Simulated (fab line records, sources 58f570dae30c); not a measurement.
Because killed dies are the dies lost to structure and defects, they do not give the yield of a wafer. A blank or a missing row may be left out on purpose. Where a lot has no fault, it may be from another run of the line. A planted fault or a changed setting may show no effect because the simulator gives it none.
The tool behind it: which one? :: flow berkeley_cmos170 :: 42 wafers from 14 lots sampled at 5 of the route's 331 steps

## WHAT THE GAUGES SHOWED, per wafer
UCB170_NWELL_THK_MEAS_02.
lot: L893
measured: day 2 00:13
on: film_metro-03
NWELL_OXIDE_THK (nm): 26.2 26.3 26.5

lot: L896
measured: day 2 21:22
on: film_metro-01
NWELL_OXIDE_THK (nm): 26.1 26.5 25.9

lot: L897
measured: day 2 21:23
on: film_metro-04
NWELL_OXIDE_THK (nm): 26.6 26.9 26.1

lot: L898
measured: day 3 07:44
on: film_metro-03
NWELL_OXIDE_THK (nm): 27.3 26.6 26.1

lot: L900
measured: day 3 18:56
on: film_metro-03
NWELL_OXIDE_THK (nm): 26.8 26.5 26.7

lot: L901
measured: day 3 23:45
on: film_metro-04
NWELL_OXIDE_THK (nm): 26.6 26.1 26.5

lot: L906
measured: day 4 20:29
on: film_metro-04
NWELL_OXIDE_THK (nm): 25.4 25.7 25.6

lot: L908
measured: day 5 10:54
on: film_metro-03
NWELL_OXIDE_THK (nm): 26.2 26.8 26.7

lot: L909
measured: day 5 14:49
on: film_metro-01
NWELL_OXIDE_THK (nm): 25.9 26.1 26.1

lot: L910
measured: day 5 18:47
on: film_metro-01
NWELL_OXIDE_THK (nm): 27.4 27.6 27.1

lot: L911
measured: day 6 00:23
on: film_metro-04
NWELL_OXIDE_THK (nm): 26.4 26.6 26.4

lot: L912
measured: day 6 05:26
on: film_metro-01
NWELL_OXIDE_THK (nm): 25.5 25.5 25.9

lot: L913
measured: day 6 09:42
on: film_metro-04
NWELL_OXIDE_THK (nm): 26.0 26.6 25.9

lot: L915
measured: day 6 18:36
on: film_metro-01
NWELL_OXIDE_THK (nm): 26.8 27.4 26.9

UCB170_NWELL_OVL_MEAS_12.
lot: L893
measured: day 2 08:17
on: overlay-02
NWELL_OVL (nm): 11 11 13

lot: L896
measured: day 3 07:28
on: overlay-01
NWELL_OVL (nm): -4 6 6

lot: L897
measured: day 3 07:23
on: overlay-02
NWELL_OVL (nm): 3 4 2

lot: L898
measured: day 3 15:44
on: overlay-01
NWELL_OVL (nm): -1 -1 8

lot: L900
measured: day 4 04:50
on: overlay-01
NWELL_OVL (nm): 5 5 1

lot: L901
measured: day 4 07:53
on: overlay-02
NWELL_OVL (nm): 3 8 -4

lot: L906
measured: day 5 05:58
on: overlay-02
NWELL_OVL (nm): 6 0 -3

lot: L908
measured: day 5 19:20
on: overlay-02
NWELL_OVL (nm): 12 7 7

lot: L909
measured: day 5 23:11
on: overlay-02
NWELL_OVL (nm): -4 -3 0

lot: L910
measured: day 6 02:25
on: overlay-02
NWELL_OVL (nm): 11 6 1

lot: L911
measured: day 6 08:46
on: overlay-02
NWELL_OVL (nm): 5 0 -9

lot: L912
measured: day 6 11:37
on: overlay-02
NWELL_OVL (nm): -1 -3 -9

lot: L913
measured: day 6 17:18
on: overlay-01
NWELL_OVL (nm): 5 9 5

lot: L915
measured: day 7 02:38
on: overlay-02
NWELL_OVL (nm): 7 5 3

UCB170_GATE_THK_MEAS_02.
lot: L893
measured: day 5 21:16
on: film_metro-03
GATE_OXIDE_THK (nm): 6.32 6.45 6.44

lot: L896
measured: day 7 01:39
on: film_metro-01
GATE_OXIDE_THK (nm): 6.57 6.64 6.57

lot: L897
measured: day 7 01:40
on: film_metro-02
GATE_OXIDE_THK (nm): 6.69 6.65 6.74

lot: L898
measured: day 7 08:31
on: film_metro-02
GATE_OXIDE_THK (nm): 6.59 6.58 6.65

lot: L900
measured: day 7 16:49
on: film_metro-02
GATE_OXIDE_THK (nm): 8.14 8.18 8.12

lot: L901
measured: day 7 16:49
on: film_metro-01
GATE_OXIDE_THK (nm): 8.04 8.02 8.01

lot: L906
measured: day 8 13:24
on: film_metro-03
GATE_OXIDE_THK (nm): 6.44 6.55 6.48

lot: L908
measured: day 9 10:44
on: film_metro-03
GATE_OXIDE_THK (nm): 6.46 6.51 6.56

lot: L909
measured: day 9 10:43
on: film_metro-01
GATE_OXIDE_THK (nm): 6.37 6.31 6.39

lot: L910
measured: day 9 10:48
on: film_metro-02
GATE_OXIDE_THK (nm): 6.57 6.55 6.63

lot: L911
measured: day 9 18:09
on: film_metro-03
GATE_OXIDE_THK (nm): 6.41 6.53 6.41

lot: L912
measured: day 9 18:09
on: film_metro-01
GATE_OXIDE_THK (nm): 6.52 6.67 6.62

lot: L913
measured: day 10 06:51
on: film_metro-01
GATE_OXIDE_THK (nm): 6.48 6.41 6.41

lot: L915
measured: day 10 09:50
on: film_metro-01
GATE_OXIDE_THK (nm): 6.79 6.60 6.80

UCB170_SDANNEAL_RS_MEAS_02: measurement is done with a four-point probe.
lot: L893
measured: day 7 00:54
on: film_metro-04
PSD_RS (ohm/sq): 75.5 75.4 75.6

lot: L896
measured: day 7 21:13
on: film_metro-01
PSD_RS (ohm/sq): 75.8 76.0 76.0

lot: L897
measured: day 7 21:33
on: film_metro-02
PSD_RS (ohm/sq): 75.1 75.0 74.7

lot: L898
measured: day 8 06:09
on: film_metro-01
PSD_RS (ohm/sq): 75.2 76.1 75.6

lot: L900
measured: day 8 13:32
on: film_metro-01
PSD_RS (ohm/sq): 75.0 74.8 74.9

lot: L901
measured: day 8 12:55
on: film_metro-04
PSD_RS (ohm/sq): 75.6 75.5 75.8

lot: L906
measured: day 9 12:58
on: film_metro-04
PSD_RS (ohm/sq): 75.7 76.0 75.8

lot: L908
measured: day 10 12:01
on: film_metro-04
PSD_RS (ohm/sq): 76.6 76.6 76.3

lot: L909
measured: day 10 12:13
on: film_metro-02
PSD_RS (ohm/sq): 75.6 75.9 75.6

lot: L910
measured: day 10 12:32
on: film_metro-04
PSD_RS (ohm/sq): 75.2 75.7 75.1

lot: L911
measured: day 10 12:52
on: film_metro-01
PSD_RS (ohm/sq): 76.1 75.5 76.0

lot: L912
measured: day 10 13:06
on: film_metro-02
PSD_RS (ohm/sq): 75.3 75.3 75.4

lot: L913
measured: day 11 07:05
on: film_metro-02
PSD_RS (ohm/sq): 75.4 75.3 75.2

lot: L915
measured: day 11 10:19
on: film_metro-01
PSD_RS (ohm/sq): 76.4 76.1 76.0

## TOOL THAT RAN EACH LOT (tool first, then ch and the chambers of the sampled wafers, then the start)
lot: L893
UCB170_GATE_OXIDATION_01: furnace-03 ch 0, day 5 19:46

lot: L896
UCB170_GATE_OXIDATION_01: furnace-01 ch 0, day 7 00:08

lot: L897
UCB170_GATE_OXIDATION_01: furnace-01 ch 0, day 7 00:08

lot: L898
UCB170_GATE_OXIDATION_01: furnace-03 ch 0, day 7 06:59

lot: L900
UCB170_GATE_OXIDATION_01: furnace-01 ch 0, day 7 15:19

lot: L901
UCB170_GATE_OXIDATION_01: furnace-01 ch 0, day 7 15:19

lot: L906
UCB170_GATE_OXIDATION_01: furnace-02 ch 0, day 8 11:54

lot: L908
UCB170_GATE_OXIDATION_01: furnace-03 ch 0, day 9 09:13

lot: L909
UCB170_GATE_OXIDATION_01: furnace-03 ch 0, day 9 09:13

lot: L910
UCB170_GATE_OXIDATION_01: furnace-03 ch 0, day 9 09:13

lot: L911
UCB170_GATE_OXIDATION_01: furnace-03 ch 0, day 9 16:38

lot: L912
UCB170_GATE_OXIDATION_01: furnace-03 ch 0, day 9 16:38

lot: L913
UCB170_GATE_OXIDATION_01: furnace-03 ch 0, day 10 05:20

lot: L915
UCB170_GATE_OXIDATION_01: furnace-03 ch 0, day 10 08:20
- UCB170_GATE_OXIDATION_01: target thk 6.6 nm, ox time 1800 s.

## AS READ BY THE TOOLS THEMSELVES (means over the sampled wafers that have a number; for cases with no such wafer, the mark the record gives instead)
UCB170_GATE_OXIDATION_01.
lot: L893
tool: furnace-03
spike_tc_centre_C (C): 852.6
spike_tc_load_C (C): 874.7
tube_center_temp_C (C): 849.97
tube_center_temp_C_max: 852.3
zone_power_source_pct (%): 25.8

lot: L896
tool: furnace-01
spike_tc_centre_C (C): 852.5
spike_tc_load_C (C): 875.4
tube_center_temp_C (C): 850.05
tube_center_temp_C_max: 852.0
zone_power_source_pct (%): 21.2

lot: L897
tool: furnace-01
spike_tc_centre_C (C): 852.3
spike_tc_load_C (C): 874.3
tube_center_temp_C (C): 849.99
tube_center_temp_C_max: 852.3
zone_power_source_pct (%): 21.2

lot: L898
tool: furnace-03
spike_tc_centre_C (C): 852.2
spike_tc_load_C (C): 875.7
tube_center_temp_C (C): 849.96
tube_center_temp_C_max: 852.0
zone_power_source_pct (%): 25.6

lot: L900
tool: furnace-01
spike_tc_centre_C (C): 868.3
spike_tc_load_C (C): 890.9
tube_center_temp_C (C): 865.93
tube_center_temp_C_max: 867.9
zone_power_source_pct (%): 22.2

lot: L901
tool: furnace-01
spike_tc_centre_C (C): 869.3
spike_tc_load_C (C): 890.2
tube_center_temp_C (C): 865.96
tube_center_temp_C_max: 867.9
zone_power_source_pct (%): 22.1

lot: L906
tool: furnace-02
spike_tc_centre_C (C): 851.3
spike_tc_load_C (C): 874.0
tube_center_temp_C (C): 850.01
tube_center_temp_C_max: 852.2
zone_power_source_pct (%): 23.6

lot: L908
tool: furnace-03
spike_tc_centre_C (C): 852.6
spike_tc_load_C (C): 875.4
tube_center_temp_C (C): 850.02
tube_center_temp_C_max: 852.2
zone_power_source_pct (%): 25.9

lot: L909
tool: furnace-03
spike_tc_centre_C (C): 853.2
spike_tc_load_C (C): 875.3
tube_center_temp_C (C): 850.02
tube_center_temp_C_max: 852.2
zone_power_source_pct (%): 25.7

lot: L910
tool: furnace-03
spike_tc_centre_C (C): 852.3
spike_tc_load_C (C): 875.7
tube_center_temp_C (C): 850.01
tube_center_temp_C_max: 852.4
zone_power_source_pct (%): 25.7

lot: L911
tool: furnace-03
spike_tc_centre_C (C): 852.3
spike_tc_load_C (C): 875.0
tube_center_temp_C (C): 850.02
tube_center_temp_C_max: 852.6
zone_power_source_pct (%): 25.3

lot: L912
tool: furnace-03
spike_tc_centre_C (C): 852.3
spike_tc_load_C (C): 874.9
tube_center_temp_C (C): 850.03
tube_center_temp_C_max: 851.9
zone_power_source_pct (%): 25.9

lot: L913
tool: furnace-03
spike_tc_centre_C (C): 853.4
spike_tc_load_C (C): 874.8
tube_center_temp_C (C): 849.99
tube_center_temp_C_max: 851.9
zone_power_source_pct (%): 25.5

lot: L915
tool: furnace-03
spike_tc_centre_C (C): 852.3
spike_tc_load_C (C): 875.6
tube_center_temp_C (C): 849.96
tube_center_temp_C_max: 852.4
zone_power_source_pct (%): 25.4

## THE ANSWER, worked out from the rows above alone
Rule: the usual values come from the lots themselves. The widest of any qualifying gaps counts: lots, ordered by their means at a reading, are off when they make up no more than a third of the lots, leave a main group of 4 or more, and stand apart from it by 3 or more times the standard deviation of that group's means. The tables above print the reading to a certain number of digits; a main group whose means all agree to those digits is not used. A lot without any number at a reading at which 4 lots or more have one is off too. Where the step has rows for the other lots, those lots are counted as sound. First the gauges in route order, then the tools' own readings, where a lot's mean is used as printed above. At the first step where some lot is off, the reading lying furthest off is the one used; lots without a number count as furthest.
Off: L900, L901, seen at UCB170_GATE_THK_MEAS_02 (GATE_OXIDE_THK). The main group: mean 6.54 nm, standard deviation 0.11.
If a tool, at a process step before that reading, ran all the lots that are off and no sound lot after the first of them, it fits. The gauges at UCB170_GATE_THK_MEAS_02 aren't tried: what is off there is off at UCB170_GATE_OXIDATION_01 too, on other tools, and a gauge's error can't cause that. One candidate fits, namely furnace-01 at UCB170_GATE_OXIDATION_01. Its last sound lot is L896 (day 7 00:08), its first lot that is off L900 (day 7 15:19): a fault that began between those two fits.
The tool's own readings at UCB170_GATE_OXIDATION_01 bear it out: on the lots that are off they differ by more than 5 times the standard deviation of the sound lots' means. spike_tc_centre_C reads 868.8 C there against 852.4 C on the sound lots; spike_tc_load_C reads 890.5 C there against 875.1 C on the sound lots; tube_center_temp_C reads 865.94 C there against 850.00 C on the sound lots; tube_center_temp_C_max reads 867.9 there against 852.2 on the sound lots.

## WHAT THE SIMULATOR HAD PUT IN
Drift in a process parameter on furnace-01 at UCB170_GATE_OXIDATION_01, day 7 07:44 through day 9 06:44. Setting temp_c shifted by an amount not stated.
Struck lots among those shown: L900, L901. The rule above reached the same finding.
